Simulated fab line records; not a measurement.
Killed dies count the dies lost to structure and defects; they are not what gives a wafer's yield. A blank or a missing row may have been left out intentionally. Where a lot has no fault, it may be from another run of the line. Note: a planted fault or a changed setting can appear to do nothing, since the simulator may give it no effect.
Split-lot experiment :: flow rit cmos :: 23 wafers read across 5 lots, on a route 202 steps long

ON THE SPLIT
At RIT_PLDD_IMPLANT_08, the setting energy kev was moved away from the recipe's 20 on 7 of the 23 wafers read, by -4.6% to -3.1%. For the rest of the wafers, this setting stayed at what the recipe calls for.

There is no step in the file separating the split from the reading.

THE READING
etest.pldd.rs ohm sq (the simulator's own value, which no gauge read), at RIT_M1_PROBE_99. No usual value for it is given in the file. The 16 wafers here that ran the recipe average 514.3, standard deviation 38.

wafer: L074.2
tool, chamber at the split: implanter-03, 0
energy kev as run: 19.22
against the recipe: -3.9%
etest.pldd.rs ohm sq: 555.8
against lot-mates on the recipe: +64.6

wafer: L074.3
tool, chamber at the split: implanter-03, 0
energy kev as run: 20
against the recipe: recipe
etest.pldd.rs ohm sq: 487.6
against lot-mates on the recipe: -

wafer: L074.4
tool, chamber at the split: implanter-03, 0
energy kev as run: 19.22
against the recipe: -3.9%
etest.pldd.rs ohm sq: 573.7
against lot-mates on the recipe: +82.6

wafer: L074.5
tool, chamber at the split: implanter-03, 0
energy kev as run: 19.22
against the recipe: -3.9%
etest.pldd.rs ohm sq: 560.4
against lot-mates on the recipe: +69.2

wafer: L074.6
tool, chamber at the split: implanter-03, 0
energy kev as run: 20
against the recipe: recipe
etest.pldd.rs ohm sq: 494.7
against lot-mates on the recipe: -

wafer: L076.1
tool, chamber at the split: implanter-02, 0
energy kev as run: 20
against the recipe: recipe
etest.pldd.rs ohm sq: 492.1
against lot-mates on the recipe: -

wafer: L076.2
tool, chamber at the split: implanter-02, 0
energy kev as run: 20
against the recipe: recipe
etest.pldd.rs ohm sq: 498.1
against lot-mates on the recipe: -

wafer: L076.3
tool, chamber at the split: implanter-02, 0
energy kev as run: 20
against the recipe: recipe
etest.pldd.rs ohm sq: 479.7
against lot-mates on the recipe: -

wafer: L076.4
tool, chamber at the split: implanter-02, 0
energy kev as run: 20
against the recipe: recipe
etest.pldd.rs ohm sq: 473
against lot-mates on the recipe: -

wafer: L076.5
tool, chamber at the split: implanter-02, 0
energy kev as run: 20
against the recipe: recipe
etest.pldd.rs ohm sq: 483.9
against lot-mates on the recipe: -

wafer: L078.1
tool, chamber at the split: implanter-01, 0
energy kev as run: 20
against the recipe: recipe
etest.pldd.rs ohm sq: 505.8
against lot-mates on the recipe: -

wafer: L078.2
tool, chamber at the split: implanter-01, 0
energy kev as run: 20
against the recipe: recipe
etest.pldd.rs ohm sq: 497.5
against lot-mates on the recipe: -

wafer: L078.3
tool, chamber at the split: implanter-01, 0
energy kev as run: 20
against the recipe: recipe
etest.pldd.rs ohm sq: 529
against lot-mates on the recipe: -

wafer: L078.4
tool, chamber at the split: implanter-01, 0
energy kev as run: 19.38
against the recipe: -3.1%
etest.pldd.rs ohm sq: 534.6
against lot-mates on the recipe: +23.8

wafer: L078.5
tool, chamber at the split: implanter-01, 0
energy kev as run: 19.38
against the recipe: -3.1%
etest.pldd.rs ohm sq: 551.5
against lot-mates on the recipe: +40.7

wafer: L084.1
tool, chamber at the split: implanter-02, 0
energy kev as run: 20
against the recipe: recipe
etest.pldd.rs ohm sq: 589.9
against lot-mates on the recipe: -

wafer: L084.2
tool, chamber at the split: implanter-02, 0
energy kev as run: 20
against the recipe: recipe
etest.pldd.rs ohm sq: 585.9
against lot-mates on the recipe: -

wafer: L084.3
tool, chamber at the split: implanter-02, 0
energy kev as run: 20
against the recipe: recipe
etest.pldd.rs ohm sq: 588.1
against lot-mates on the recipe: -

wafer: L084.4
tool, chamber at the split: implanter-02, 0
energy kev as run: 19.08
against the recipe: -4.6%
etest.pldd.rs ohm sq: 656.9
against lot-mates on the recipe: +68.9

wafer: L084.5
tool, chamber at the split: implanter-02, 0
energy kev as run: 19.08
against the recipe: -4.6%
etest.pldd.rs ohm sq: 635.9
against lot-mates on the recipe: +47.9

wafer: L085.1
tool, chamber at the split: implanter-03, 0
energy kev as run: 20
against the recipe: recipe
etest.pldd.rs ohm sq: 513.6
against lot-mates on the recipe: -

wafer: L085.2
tool, chamber at the split: implanter-03, 0
energy kev as run: 20
against the recipe: recipe
etest.pldd.rs ohm sq: 517.8
against lot-mates on the recipe: -

wafer: L085.3
tool, chamber at the split: implanter-03, 0
energy kev as run: 20
against the recipe: recipe
etest.pldd.rs ohm sq: 492.4
against lot-mates on the recipe: -

FIT RESULTS
A straight line over all 23 wafers: etest.pldd.rs ohm sq changes by -18.8 for each +1% of energy kev; r = -0.68; the points scatter about the line by 39.
The same after taking each lot's own level away (the mean of its wafers on the recipe; 23 wafers): -14.8 for each +1%; r = -0.92; scatter 12.
According to that fit, moving energy kev by its largest amount changes the reading by 68.
Across the lots, their own levels run from 485.36 to 587.97, a range of 2.7 times the standard deviation given above.
So the lot-to-lot level blurs the effect unless lot-mates are compared.
Check: with one of the wafers moved furthest among these (-4.6%) left out of the fit, the line predicts +67.7 for it against its lot-mates. It came out at +68.9 against them.

OTHER SPLITS ON THESE WAFERS
Note: prior to the reading, these wafers also went through further splits. Each is held against what the fit with the lots' levels taken away leaves over:
other split on the same wafers: RIT_ACTIVE_COAT_06 spin rpm
wafers away from the commonest value: 8
r with etest.pldd.rs ohm sq (lot level and that fit taken away): -0.25

other split on the same wafers: RIT_ACTIVE_SOFTBAKE_07 time s
wafers away from the commonest value: 8
r with etest.pldd.rs ohm sq (lot level and that fit taken away): +0.46

other split on the same wafers: RIT_FOX2_OXIDATION_00 temp c
wafers away from the commonest value: 18
r with etest.pldd.rs ohm sq (lot level and that fit taken away): -0.21

other split on the same wafers: RIT_NWELL_SOFTBAKE_02 temp c
wafers away from the commonest value: 5
r with etest.pldd.rs ohm sq (lot level and that fit taken away): -0.09

other split on the same wafers: RIT_PWELL_COAT_01 resist thk nm
wafers away from the commonest value: 7
r with etest.pldd.rs ohm sq (lot level and that fit taken away): -0.13

other split on the same wafers: RIT_NRETRO_COAT_01 spin rpm
wafers away from the commonest value: 5
r with etest.pldd.rs ohm sq (lot level and that fit taken away): +0.31

other split on the same wafers: RIT_PRETRO_IMPLANT_08 energy kev
wafers away from the commonest value: 4
r with etest.pldd.rs ohm sq (lot level and that fit taken away): +0.02

other split on the same wafers: RIT_GATE_CLEAN_04 time s
wafers away from the commonest value: 18
r with etest.pldd.rs ohm sq (lot level and that fit taken away): +0.23

other split on the same wafers: RIT_PLDD_COAT_01 spin rpm
wafers away from the commonest value: 10
r with etest.pldd.rs ohm sq (lot level and that fit taken away): +0.28

THE WHOLE CHAIN: every reading that the file lists as answering this split, in the file's order
step: RIT_PLDD_IMPLANT_08
what it does: 
reading: implant.rp nm (the simulator's own value, which no gauge read)
change (the file's fit): +0.136 nm for each +1% of the setting
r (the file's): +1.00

step: RIT_PLDD_IMPLANT_08
what it does: 
reading: implant.drp nm (the simulator's own value, which no gauge read)
change (the file's fit): +0.0689 nm for each +1% of the setting
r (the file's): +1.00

step: RIT_M1_PROBE_99
what it does: 
reading: etest.pldd.rs ohm sq (the simulator's own value, which no gauge read)
change (the file's fit): -14.1 for each +1% of the setting
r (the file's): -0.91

THE FILE'S OWN FIT
etest.pldd.rs ohm sq changes by -14.1 for each +1% of energy kev, r = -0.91.
